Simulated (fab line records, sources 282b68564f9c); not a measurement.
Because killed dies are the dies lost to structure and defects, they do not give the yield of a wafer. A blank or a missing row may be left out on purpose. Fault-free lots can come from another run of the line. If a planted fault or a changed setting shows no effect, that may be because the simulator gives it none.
fab line records | flow rit-cmos
record lots=7 | wafers=21 | last-day=7
route steps=202 shown SILICIDE@167 CONTACT@168 M1@202
lots that met no fault: from a run of the same line without faults
start-h: the number of hours between the record's first day and the start of the first shown wafer of the lot | wait-h: hours from the lot's prior step to this one | " as in the row above | L1.1+2: a single row standing in for several wafers | - no value present, or no start provided | * or withheld: withheld | < > ~ a bound
route shown NAME@n: a module of which the file shows steps, and the number in the route of the first | usual: mean/standard deviation of fault-free wafers | same: alike in all rows | chamber/n: place in a boat | sites: readings site by site | _std_site: standard deviation across them | _edge_site: inner sites' mean taken away from outer sites' mean | radius-mm: for every site, how far away it sits from the centre of the wafer | mask NAME#n: copy n | behind: the tool/chamber that last shaped the wafer | hold: why the lot went on hold/how many hours it stayed there/how the hold came to an end | device: whichever transistor did not switch (one of n, p or np) | end of line: tests of these same wafers at the route's end | a step given without rows: its recipe and nothing more | killed: the dies lost at the first sort to structure and to defects; this is not the yield of the wafer | map: per-die view of a wafer (x killed, . not killed, _ where there is no die)
set.NAME: the setting the step ran with; set.NAME@STEP: the setting that earlier step ran with | model.NAME: the simulator's own value behind a step, which no gauge read
certain route steps with their lots: each step a table, each wafer a row
services: the hour from which a tool's chamber was out of use, counted from the record's first day as start-h (under 0 if before that day), plus the number of hours and why
## steps
# step RIT_SILICIDE_RTA_06
# recipe temp-c=750 | time-s=10.37 | idle-temp-c=25 | ramp-up-s=5 | ramp-down-s=10 | cool-to-c=25 | ambient=N2
# usual chamber-o2-ppm=1.999/0.019 | wafer_temp_C_max=753.2/0.7
lot.wafer | tool          | chamber | start-h | wait-h | chamber-o2-ppm | wafer_temp_C_max
L325.1    | rtp-anneal-02 | 0       | 67.83   | 0.0    | 1.962          | 753.9
L325.4    | "             | 0       | "       | "      | 1.978          | 754.0
L325.5    | "             | 0       | "       | "      | 1.973          | 753.2
L332.2    | rtp-anneal-01 | 0       | 108.57  | 0.0    | 2.015          | 754.1
L332.4    | "             | 0       | "       | "      | 1.999          | 752.8
L332.5    | "             | 0       | "       | "      | 2.035          | 754.1
L333.1    | rtp-anneal-01 | 0       | 108.82  | 0.0    | 1.979          | 753.8
L333.2    | "             | 0       | "       | "      | 1.971          | 754.8
L333.4    | "             | 0       | "       | "      | 1.998          | 753.0
L334.2    | rtp-anneal-02 | 0       | 112.56  | 0.0    | 2.021          | 754.0
L334.5    | "             | 0       | "       | "      | 2.012          | 753.2
L334.6    | "             | 0       | "       | "      | 2.007          | 752.3
L341.1    | rtp-anneal-01 | 0       | 151.22  | 0.0    | 1.994          | 752.9
L341.3    | "             | 0       | "       | "      | 2.019          | 753.3
L341.4    | "             | 0       | "       | "      | 2.034          | 753.8
L342.1    | rtp-anneal-02 | 0       | 153.54  | 0.0    | 2.010          | 753.2
L342.5    | "             | 0       | "       | "      | 2.014          | 752.3
L342.6    | "             | 0       | "       | "      | 2.012          | 753.2
L344.2    | rtp-anneal-02 | 0       | 160.99  | 0.0    | 1.973          | 754.8
L344.5    | "             | 0       | "       | "      | 1.982          | 753.0
L344.6    | "             | 0       | "       | "      | 2.017          | 753.9
# step RIT_CONTACT_CVD_00
# recipe material=SiO2 | target-thk-nm=400 | precursor=TEOS | temp-c=390 | time-s=61 | rf-w=400
# usual heater-power-w=304/49
lot.wafer | tool     | chamber | start-h | wait-h | heater-power-w | since-wet-clean-h
L325.1    | pecvd-01 | 1       | 67.90   | 0.1    | 275            | 1014
L325.4    | "        | 0       | "       | "      | 352            | -
L325.5    | "        | 1       | "       | "      | 291            | -
L332.2    | pecvd-02 | 1       | 108.62  | 0.0    | 407            | 664
L332.4    | "        | 2       | "       | "      | 256            | -
L332.5    | "        | 1       | "       | "      | 422            | -
L333.1    | pecvd-03 | 0       | 108.89  | 0.1    | 298            | 1445
L333.2    | "        | 1       | "       | "      | 338            | 1445
L333.4    | "        | 0       | "       | "      | 214            | -
L334.2    | pecvd-01 | 1       | 112.62  | 0.0    | 263            | 1058
L334.5    | "        | 0       | "       | "      | 270            | -
L334.6    | "        | 2       | "       | "      | 279            | -
L341.1    | pecvd-03 | 1       | 151.28  | 0.1    | 302            | 1488
L341.3    | "        | 0       | "       | "      | 230            | 1488
L341.4    | "        | 0       | "       | "      | 235            | -
L342.1    | pecvd-02 | 1       | 153.61  | 0.1    | 352            | 709
L342.5    | "        | 2       | "       | "      | 245            | -
L342.6    | "        | 0       | "       | "      | 294            | -
L344.2    | pecvd-03 | 0       | 161.04  | 0.0    | 262            | 1497
L344.5    | "        | 0       | "       | "      | 281            | -
L344.6    | "        | 2       | "       | "      | 313            | -
# step RIT_CONTACT_THK_MEAS_01
# recipe reads=SiO2_of_CONTACT_CVD_00
# usual CONTACT_TEOS_THK=401/5.4
lot.wafer | tool          | chamber | start-h | wait-h | CONTACT_TEOS_THK[nm]
L325.1    | film-metro-01 | -       | 67.95   | 0.0    | 395
L325.4    | "             | -       | "       | "      | 401
L325.5    | "             | -       | "       | "      | 403
L332.2    | film-metro-03 | -       | 108.68  | 0.0    | 400
L332.4    | "             | -       | "       | "      | 406
L332.5    | "             | -       | "       | "      | 404
L333.1    | film-metro-01 | -       | 108.94  | 0.0    | 399
L333.2    | "             | -       | "       | "      | 393
L333.4    | "             | -       | "       | "      | 402
L334.2    | film-metro-04 | -       | 112.68  | 0.0    | 397
L334.5    | "             | -       | "       | "      | 403
L334.6    | "             | -       | "       | "      | 410
L341.1    | film-metro-03 | -       | 151.33  | 0.0    | 397
L341.3    | "             | -       | "       | "      | 399
L341.4    | "             | -       | "       | "      | 403
L342.1    | film-metro-03 | -       | 153.66  | 0.0    | 404
L342.5    | "             | -       | "       | "      | 410
L342.6    | "             | -       | "       | "      | 407
L344.2    | film-metro-01 | -       | 161.10  | 0.0    | 402
L344.5    | "             | -       | "       | "      | 409
L344.6    | "             | -       | "       | "      | 408
# step RIT_CONTACT_HMDS_02
# recipe prime-time-s=60 | prime-temp-c=140
# step RIT_CONTACT_COAT_03
# recipe resist=NOVOLAK | spin-rpm=3250 | resist-thk-nm=1000
# step RIT_CONTACT_SOFTBAKE_04
# recipe resist=NOVOLAK | temp-c=90 | time-s=60
# step RIT_CONTACT_EXPOSE_05
# recipe mask-id=M11 | na=0.6 | source-shape=conventional | sigma-outer=0.5 | target-cd-nm=1000 | dose-mj=250
# step RIT_CONTACT_PEB_06
# recipe resist=NOVOLAK | temp-c=withheld | time-s=withheld
# step RIT_CONTACT_DEVELOP_07
# recipe resist=NOVOLAK | develop-time-s=120 | dev-temp-c=23
# step RIT_CONTACT_CD_MEAS_08
# recipe target-cd-nm=1000
# usual cd-nm=1000.5/2
lot.wafer | tool      | chamber | start-h | wait-h | cd-nm
L325.1    | cd-sem-02 | -       | 68.98   | -      | 1001.7
L325.4    | "         | -       | "       | "      | 1002.1
L325.5    | "         | -       | "       | "      | 1001.8
L332.2    | cd-sem-01 | -       | 110.05  | -      | 1000.6
L332.4    | "         | -       | "       | "      | 1001.3
L332.5    | "         | -       | "       | "      | 999.6
L333.1    | cd-sem-02 | -       | 110.09  | -      | 998.8
L333.2    | "         | -       | "       | "      | 999.7
L333.4    | "         | -       | "       | "      | 999.6
L334.2    | cd-sem-02 | -       | 114.07  | -      | 998.1
L334.5    | "         | -       | "       | "      | 997.4
L334.6    | "         | -       | "       | "      | 997.1
L341.1    | cd-sem-01 | -       | 152.49  | -      | 999.9
L341.3    | "         | -       | "       | "      | 999.8
L341.4    | "         | -       | "       | "      | 999.7
L342.1    | cd-sem-02 | -       | 154.73  | -      | 1002.4
L342.5    | "         | -       | "       | "      | 1003.7
L342.6    | "         | -       | "       | "      | 1002.2
L344.2    | cd-sem-01 | -       | 162.45  | -      | 997.3
L344.5    | "         | -       | "       | "      | 999.6
L344.6    | "         | -       | "       | "      | 996.6
# step RIT_CONTACT_OVL_MEAS_09
# usual CONTACT_OVL=-0.5/1.3
lot.wafer | tool       | chamber | start-h | wait-h | CONTACT_OVL[nm]
L325.1    | overlay-01 | -       | 69.10   | 0.1    | -0.7
L325.4    | "          | -       | "       | "      | 0.3
L325.5    | "          | -       | "       | "      | -1.5
L332.2    | overlay-02 | -       | 110.16  | 0.1    | 0.8
L332.4    | "          | -       | "       | "      | -0.2
L332.5    | "          | -       | "       | "      | -0.7
L333.1    | overlay-02 | -       | 110.21  | 0.1    | -0.7
L333.2    | "          | -       | "       | "      | -0.3
L333.4    | "          | -       | "       | "      | -2.8
L334.2    | overlay-02 | -       | 114.18  | 0.1    | 0.0
L334.5    | "          | -       | "       | "      | 0.1
L334.6    | "          | -       | "       | "      | -0.1
L341.1    | overlay-02 | -       | 152.61  | 0.1    | -3.6
L341.3    | "          | -       | "       | "      | -0.4
L341.4    | "          | -       | "       | "      | -1.7
L342.1    | overlay-01 | -       | 154.85  | 0.1    | 0.1
L342.5    | "          | -       | "       | "      | 0.1
L342.6    | "          | -       | "       | "      | 1.5
L344.2    | overlay-01 | -       | 162.56  | 0.1    | -0.4
L344.5    | "          | -       | "       | "      | 0.7
L344.6    | "          | -       | "       | "      | 1.0
# step RIT_CONTACT_HARDBAKE_10
# recipe resist=NOVOLAK | temp-c=140 | time-s=60
# step RIT_CONTACT_ETCH_11
# recipe target-depth-a=4800 | over-etch-frac=0.2 | stop-on=TiSi2 | chemistry=CHF3/CF4/Ar | target=SiO2 | CHF3_flow_sccm=50 | cf4-flow-sccm=10 | Ar_flow_sccm=100 | O2_flow_sccm=5 | pressure-mtorr=100 | rf-w=195 | time-s=320
# usual CHF3_flow_sccm=49.99/0.15 | O2_flow_sccm=5.002/0.015 | cf4-flow-sccm=10.00/0.035 | drypump-motor-current-A=5.9/0.46 | oes-product-au=0.989/0.022 | over-etch-frac=0.2/0 | throttle-valve-pct=8.85/0.16
lot.wafer | tool        | chamber | start-h | wait-h | CHF3_flow_sccm | O2_flow_sccm | cf4-flow-sccm | drypump-motor-current-A | oes-product-au | over-etch-frac | rf-hours-counter-h | throttle-valve-pct | model.NOVOLAK_of_CONTACT_COAT_03.thk-nm
L325.1    | rie-diel-04 | 2       | 69.28   | 0.1    | 50.21          | 5.020        | 10.02         | 5.7                     | 0.960          | 0.2            | 7                  | 8.87               | 774.6
L325.4    | "           | 0       | "       | "      | 49.97          | 4.977        | 9.96          | 5.5                     | 0.991          | 0.2            | 150                | 8.95               | 771.7
L325.5    | "           | 1       | "       | "      | 50.07          | 5.006        | 10.00         | 5.2                     | 0.992          | 0.2            | -                  | 8.56               | 767.4
L332.2    | rie-diel-02 | 1       | 110.34  | 0.1    | -              | -            | -             | -                       | -              | -              | -                  | -                  | 884.6
L332.4    | "           | 3       | "       | "      | -              | -            | -             | -                       | -              | -              | -                  | -                  | 879.9
L332.5    | "           | 1       | "       | "      | -              | -            | -             | -                       | -              | -              | -                  | -                  | 883.7
L333.1    | rie-diel-01 | 3       | 110.49  | 0.1    | -              | -            | -             | -                       | -              | -              | -                  | -                  | 889.2
L333.2    | "           | 1       | "       | "      | -              | -            | -             | -                       | -              | -              | -                  | -                  | 886.3
L333.4    | "           | 0       | "       | "      | -              | -            | -             | -                       | -              | -              | -                  | -                  | 890
L334.2    | rie-diel-02 | 2       | 114.36  | 0.1    | -              | -            | -             | -                       | -              | -              | -                  | -                  | 882.3
L334.5    | "           | 3       | "       | "      | -              | -            | -             | -                       | -              | -              | -                  | -                  | 885
L334.6    | "           | 0       | "       | "      | -              | -            | -             | -                       | -              | -              | -                  | -                  | 885.5
L341.1    | rie-diel-02 | 1       | 152.79  | 0.1    | 49.95          | 4.994        | 9.95          | 5.7                     | 0.970          | 0.2            | 7                  | 8.68               | 771.5
L341.3    | "           | 2       | "       | "      | 49.83          | 5.005        | 10.00         | 5.8                     | 1.014          | 0.2            | 73                 | 8.91               | 773.8
L341.4    | "           | 3       | "       | "      | 50.00          | 5.007        | 10.01         | 6.0                     | 1.027          | 0.2            | 28                 | 8.86               | 774.6
L342.1    | rie-diel-01 | 3       | 155.03  | 0.1    | 50.13          | 5.017        | 9.96          | 5.0                     | 1.015          | 0.2            | 3                  | 8.81               | 768.3
L342.5    | "           | 3       | "       | "      | 50.20          | 4.991        | 9.99          | 5.0                     | 1.002          | 0.2            | -                  | 8.83               | 767.7
L342.6    | "           | 0       | "       | "      | 49.92          | 5.007        | 10.03         | 6.5                     | 1.001          | 0.2            | -                  | 8.65               | 770.9
L344.2    | rie-diel-02 | 2       | 162.74  | 0.1    | 50.13          | 5.021        | 10.04         | 5.7                     | 1.016          | 0.2            | 74                 | 8.91               | 767.8
L344.5    | "           | 2       | "       | "      | 50.16          | 5.048        | 10.01         | 5.7                     | 1.017          | 0.2            | -                  | 8.89               | 767.8
L344.6    | "           | 1       | "       | "      | 49.95          | 4.968        | 9.97          | 5.7                     | 0.970          | 0.2            | -                  | 8.68               | 767.7
# step RIT_CONTACT_STRIP_12
# recipe chemistry=O2 | time-s=180 | resist=NOVOLAK | platen-temp-c=withheld | power-w=500 | pressure-mtorr=4000 | o2-flow-sccm=4000
# usual drypump-motor-current-A=6.13/0.24
lot.wafer | tool            | chamber | start-h | wait-h | drypump-motor-current-A | rf-hours-counter-h
L325.1    | plasma-asher-01 | 0       | 69.48   | 0.1    | 5.67                    | 42
L325.4    | "               | 0       | "       | "      | 5.65                    | -
L325.5    | "               | 0       | "       | "      | 5.64                    | -
L332.2    | plasma-asher-01 | 1       | 110.53  | 0.1    | 6.35                    | 45
L332.4    | "               | 1       | "       | "      | 6.35                    | -
L332.5    | "               | 1       | "       | "      | 6.34                    | -
L333.1    | plasma-asher-01 | 0       | 110.71  | 0.1    | 5.61                    | 45
L333.2    | "               | 1       | "       | "      | 6.36                    | 45
L333.4    | "               | 1       | "       | "      | 6.34                    | -
L334.2    | plasma-asher-03 | 1       | 114.55  | 0.1    | 6.14                    | 47
L334.5    | "               | 0       | "       | "      | 5.93                    | -
L334.6    | "               | 1       | "       | "      | 6.13                    | -
L341.1    | plasma-asher-02 | 1       | 152.99  | 0.1    | 6.28                    | 6
L341.3    | "               | 0       | "       | "      | 6.25                    | -
L341.4    | "               | 1       | "       | "      | 6.25                    | -
L342.1    | plasma-asher-02 | 1       | 155.23  | 0.1    | 6.25                    | 6
L342.5    | "               | 1       | "       | "      | 6.21                    | -
L342.6    | "               | 0       | "       | "      | 6.33                    | -
L344.2    | plasma-asher-02 | 1       | 162.93  | 0.1    | 6.27                    | 7
L344.5    | "               | 0       | "       | "      | 6.27                    | -
L344.6    | "               | 1       | "       | "      | 6.23                    | -
# step RIT_CONTACT_CD_MEAS_90
# recipe target-cd-nm=1000
# usual cd-nm=1000.4/2
lot.wafer | tool      | chamber | start-h | wait-h | cd-nm
L325.1    | cd-sem-02 | -       | 69.65   | 0.1    | 1001.1
L325.4    | "         | -       | "       | "      | 1002.3
L325.5    | "         | -       | "       | "      | 1002.2
L332.2    | cd-sem-01 | -       | 110.73  | 0.1    | -
L332.4    | "         | -       | "       | "      | -
L332.5    | "         | -       | "       | "      | -
L333.1    | cd-sem-02 | -       | 110.88  | 0.1    | -
L333.2    | "         | -       | "       | "      | -
L333.4    | "         | -       | "       | "      | -
L334.2    | cd-sem-02 | -       | 114.75  | 0.1    | -
L334.5    | "         | -       | "       | "      | -
L334.6    | "         | -       | "       | "      | -
L341.1    | cd-sem-02 | -       | 153.16  | 0.1    | 1000.6
L341.3    | "         | -       | "       | "      | 999.6
L341.4    | "         | -       | "       | "      | 999.4
L342.1    | cd-sem-01 | -       | 155.40  | 0.1    | 1002.6
L342.5    | "         | -       | "       | "      | 1003.7
L342.6    | "         | -       | "       | "      | 1002.1
L344.2    | cd-sem-02 | -       | 163.13  | 0.1    | 997.2
L344.5    | "         | -       | "       | "      | 999.2
L344.6    | "         | -       | "       | "      | 997.5
# step RIT_CONTACT_CLEAN_13
# recipe chemistry=SC1 | mix=3:3:50 | time-s=600 | temp-c=75
# step RIT_M1_PROBE_99
# usual killed-at-contacts=0.1/0.25 | killed-at-front-end=6.8/2.9 | killed-dies=6.9/2.9 | killed-on-rim=1.7/1.3 | killed-open=3.3/1.9 | killed-short=3.6/1.9
# same gross-dies=264 | killed_at_M0_to_M3=0 | killed_at_M4_up=0 | killed-at-back-side=0 | killed-at-other=0
lot.wafer | tool      | chamber | start-h | wait-h | killed-at-contacts | killed-at-front-end | killed-dies | killed-on-rim | killed-open | killed-short
L325.1    | prober-02 | -       | 74.32   | 0.1    | 0                  | 9                   | 9           | 1             | 6           | 3
L325.4    | prober-02 | -       | 74.47   | 0.2    | 0                  | 7                   | 7           | 1             | 3           | 4
L325.5    | prober-02 | -       | 74.52   | 0.2    | 0                  | 6                   | 6           | 2             | 3           | 3
L332.2    | prober-01 | -       | 115.43  | 0.1    | 262                | 2                   | 264         | 70            | 1           | 1
L332.4    | prober-01 | -       | 115.53  | 0.2    | 258                | 6                   | 264         | 70            | 4           | 2
L332.5    | prober-01 | -       | 115.58  | 0.2    | 261                | 3                   | 264         | 70            | 1           | 2
L333.1    | prober-02 | -       | 116.88  | 0.1    | 258                | 6                   | 264         | 70            | 2           | 4
L333.2    | prober-02 | -       | 116.93  | 0.1    | 257                | 7                   | 264         | 70            | 2           | 5
L333.4    | prober-02 | -       | 117.03  | 0.2    | 255                | 9                   | 264         | 70            | 4           | 5
L334.2    | prober-01 | -       | 119.39  | 0.1    | 261                | 3                   | 264         | 70            | 1           | 2
L334.5    | prober-01 | -       | 119.54  | 0.2    | 260                | 4                   | 264         | 70            | 1           | 3
L334.6    | prober-01 | -       | 119.59  | 0.2    | 260                | 4                   | 264         | 70            | 2           | 2
L341.1    | prober-01 | -       | 157.66  | 0.1    | 1                  | 7                   | 8           | 1             | 5           | 3
L341.3    | prober-01 | -       | 157.76  | 0.2    | 0                  | 9                   | 9           | 5             | 2           | 7
L341.4    | prober-01 | -       | 157.81  | 0.2    | 0                  | 7                   | 7           | 3             | 4           | 3
L342.1    | prober-02 | -       | 160.22  | 0.1    | 1                  | 8                   | 9           | 3             | 5           | 4
L342.5    | prober-02 | -       | 160.42  | 0.2    | 0                  | 9                   | 9           | 1             | 4           | 5
L342.6    | prober-02 | -       | 160.47  | 0.2    | 0                  | 6                   | 6           | 3             | 3           | 3
L344.2    | prober-02 | -       | 167.94  | 0.1    | 1                  | 6                   | 7           | 0             | 3           | 4
L344.5    | prober-02 | -       | 168.09  | 0.2    | 0                  | 5                   | 5           | 0             | 2           | 3
L344.6    | prober-02 | -       | 168.14  | 0.2    | 0                  | 8                   | 8           | 2             | 4           | 4
# killed by level:class
L325.1 FOX2:geometric-particle:open=3 GATE:geometric-particle:short=2 REOX:geometric-particle:open=2 GATE:geometric-particle:open=1 SPACER:geometric-particle:short=1
L325.4 GATE:geometric-particle:open=3 GATE:geometric-particle:short=2 REOX:geometric-particle:short=2
L325.5 GATE:geometric-particle:short=3 GATE:geometric-particle:open=2 FOX2:geometric-particle:open=1
L332.2 CONTACT:area-etch=262 FOX2:geometric-particle:open=1 SPACER:geometric-particle:short=1
L332.4 CONTACT:area-etch=258 GATE:geometric-particle:open=3 FOX1:geometric-particle:short=1 GATE:geometric-particle:short=1 SILICIDE:geometric-particle:open=1
L332.5 CONTACT:area-etch=261 SPACER:geometric-particle:short=1 SILICIDE:geometric-particle:open=1 SILICIDE:geometric-particle:short=1
L333.1 CONTACT:area-etch=258 GATE:geometric-particle:short=3 GATE:geometric-particle:open=2 FOX1:geometric-particle:short=1
L333.2 CONTACT:area-etch=257 GATE:geometric-particle:short=2 FOX1:geometric-particle:short=1 FOX2:geometric-particle:short=1 FOX2:geometric-particle:open=1 SPACER:geometric-particle:open=1 SILICIDE:geometric-particle:short=1
L333.4 CONTACT:area-etch=255 FOX1:geometric-particle:open=2 REOX:geometric-particle:short=2 FOX2:geometric-particle:open=1 FOX2:geometric-particle:short=1 GATE:geometric-particle:open=1 GATE:geometric-particle:short=1 SPACER:geometric-particle:short=1
L334.2 CONTACT:area-etch=261 FOX2:geometric-particle:short=1 GATE:geometric-particle:short=1 SPACER:geometric-particle:open=1
L334.5 CONTACT:area-etch=260 GATE:geometric-particle:short=2 FOX1:geometric-particle:open=1 REOX:geometric-particle:short=1
L334.6 CONTACT:area-etch=260 GATE:geometric-particle:open=1 GATE:geometric-particle:short=1 SPACER:geometric-particle:short=1 SILICIDE:geometric-particle:open=1
L341.1 GATE:geometric-particle:short=3 FOX1:geometric-particle:open=2 GATE:geometric-particle:open=2 CONTACT:geometric-particle:open=1
L341.3 GATE:geometric-particle:short=4 FOX1:geometric-particle:short=1 GATE:geometric-particle:open=1 SPACER:geometric-particle:short=1 SPACER:geometric-particle:open=1 SILICIDE:geometric-particle:short=1
L341.4 REOX:geometric-particle:short=2 FOX2:geometric-particle:open=1 GATE:geometric-particle:open=1 REOX:geometric-particle:open=1 SPACER:geometric-particle:short=1 SILICIDE:geometric-particle:open=1
L342.1 FOX1:geometric-particle:open=4 GATE:geometric-particle:open=1 GATE:geometric-particle:short=1 SPACER:geometric-particle:short=1 SILICIDE:geometric-particle:short=1 CONTACT:geometric-particle:short=1
L342.5 GATE:geometric-particle:short=4 FOX1:geometric-particle:open=3 GATE:geometric-particle:open=1 SPACER:geometric-particle:short=1
L342.6 ACTIVE:geometric-particle:short=1 FOX1:geometric-particle:open=1 GATE:geometric-particle:short=1 GATE:geometric-particle:open=1 SPACER:geometric-particle:open=1 SILICIDE:geometric-particle:short=1
L344.2 GATE:geometric-particle:short=3 FOX1:geometric-particle:open=1 REOX:geometric-particle:open=1 SPACER:geometric-particle:short=1 CONTACT:geometric-particle:open=1
L344.5 GATE:geometric-particle:short=2 GATE:geometric-particle:open=2 SILICIDE:geometric-particle:short=1
L344.6 FOX1:geometric-particle:open=2 REOX:geometric-particle:short=2 FOX1:geometric-particle:short=1 GATE:geometric-particle:open=1 REOX:geometric-particle:open=1 SPACER:geometric-particle:short=1
# map L332.2 (x killed, . not)
________xxxxxxx_______
_____xxxxxxxxxxxxx____
____xxxxxxxxxxxxxxx___
___xxxxxxxxxxxxxxxxx__
__xxxxxxxxxxxxxxxxxxx_
__xxxxxxxxxxxxxxxxxxx_
_xxxxxxxxxxxxxxxxxxxxx
_xxxxxxxxxxxxxxxxxxxxx
_xxxxxxxxxxxxxxxxxxxxx
_xxxxxxxxxxxxxxxxxxxxx
__xxxxxxxxxxxxxxxxxxx_
__xxxxxxxxxxxxxxxxxxx_
___xxxxxxxxxxxxxxxxx__
____xxxxxxxxxxxxxxx___
_____xxxxxxxxxxxxx____
________xxxxxxx_______
# map L333.1 (x killed, . not)
________xxxxxxx_______
_____xxxxxxxxxxxxx____
____xxxxxxxxxxxxxxx___
___xxxxxxxxxxxxxxxxx__
__xxxxxxxxxxxxxxxxxxx_
__xxxxxxxxxxxxxxxxxxx_
_xxxxxxxxxxxxxxxxxxxxx
_xxxxxxxxxxxxxxxxxxxxx
_xxxxxxxxxxxxxxxxxxxxx
_xxxxxxxxxxxxxxxxxxxxx
__xxxxxxxxxxxxxxxxxxx_
__xxxxxxxxxxxxxxxxxxx_
___xxxxxxxxxxxxxxxxx__
____xxxxxxxxxxxxxxx___
_____xxxxxxxxxxxxx____
________xxxxxxx_______
## services
tool            | chamber | start-h | hours | kind
plasma-asher-01 | -       | 48.61   | 8.9   | repair
pecvd-01        | -       | 50.11   | 4.8   | repair
rie-diel-04     | 3       | 52.55   | 3.8   | repair
pecvd-03        | 1       | 53.60   | 11.8  | repair
rie-diel-01     | 2       | 67.31   | 4.3   | repair
pecvd-03        | 2       | 69.07   | 15.2  | repair
plasma-asher-01 | -       | 74.01   | 19.3  | repair
rtp-anneal-01   | -       | 79.63   | 5.0   | pm
pecvd-03        | -       | 86.79   | 1.4   | repair
pecvd-02        | -       | 94.93   | 0.8   | repair
plasma-asher-02 | -       | 108.75  | 9.0   | pm
plasma-asher-02 | 0       | 108.75  | 9.0   | vent-cycle
plasma-asher-02 | 1       | 108.75  | 9.0   | vent-cycle
rie-diel-01     | 3       | 113.13  | 12.9  | repair
plasma-asher-02 | 0       | 117.75  | -     | clean
plasma-asher-02 | 1       | 117.75  | -     | clean
rie-diel-04     | 2       | 121.33  | 7.5   | repair
plasma-asher-03 | -       | 128.34  | 14.6  | pm
pecvd-02        | -       | 128.43  | 2.8   | pm
rie-diel-04     | 0       | 140.55  | -     | clean
rie-diel-04     | 0       | 140.55  | 24.1  | scheduled-down
rie-diel-04     | 0       | 140.55  | 24.1  | vent-cycle
rie-diel-02     | -       | 154.74  | 1.4   | repair
## key
first-sign step=RIT_CONTACT_ETCH_11 | reading=tool-record | direction=missing
effect step=RIT_CONTACT_CD_MEAS_90 | reading=cd-nm | direction=missing
effect step=RIT_M1_PROBE_99 | reading=killed-at-contacts | direction=up | sigmas=99+ | usual=0.1 | struck=259.1
model-effect step=RIT_CONTACT_ETCH_11 | value=NOVOLAK_of_CONTACT_COAT_03.thk-nm | without=771.5 | struck=885.2
more-kills-born-at RIT_CONTACT_ETCH_11@rie-diel-02=1562 | RIT_CONTACT_ETCH_11@rie-diel-01=770
met-at RIT_CONTACT_ETCH_11
struck-wafers L332.2,L332.4,L332.5,L333.1,L333.2,L333.4,L334.2,L334.5,L334.6
later-rows-left-out L332.2,L332.4,L332.5,L333.1,L333.2,L333.4,L334.2,L334.5,L334.6
tester-left-out L332,L333,L334
fault kind=skipped-step-whole | tool=rie-diel-01,rie-diel-02 | chamber=- | onset-h=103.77 | steps=RIT_CONTACT_ETCH_11 | scope=struck-lots-only
# tester-left-out: of these lots the tester's yield and bins aren't shown, on N5 and GAA mostly nor the transistor test; their killed dies are dies lost to structure and defects alone, not to doping, threshold or leakage, so they don't give the yield
# later-rows-left-out: the simulator's readings of these wafers behind a module that went badly wrong aren't trusted and aren't shown, but for the sort
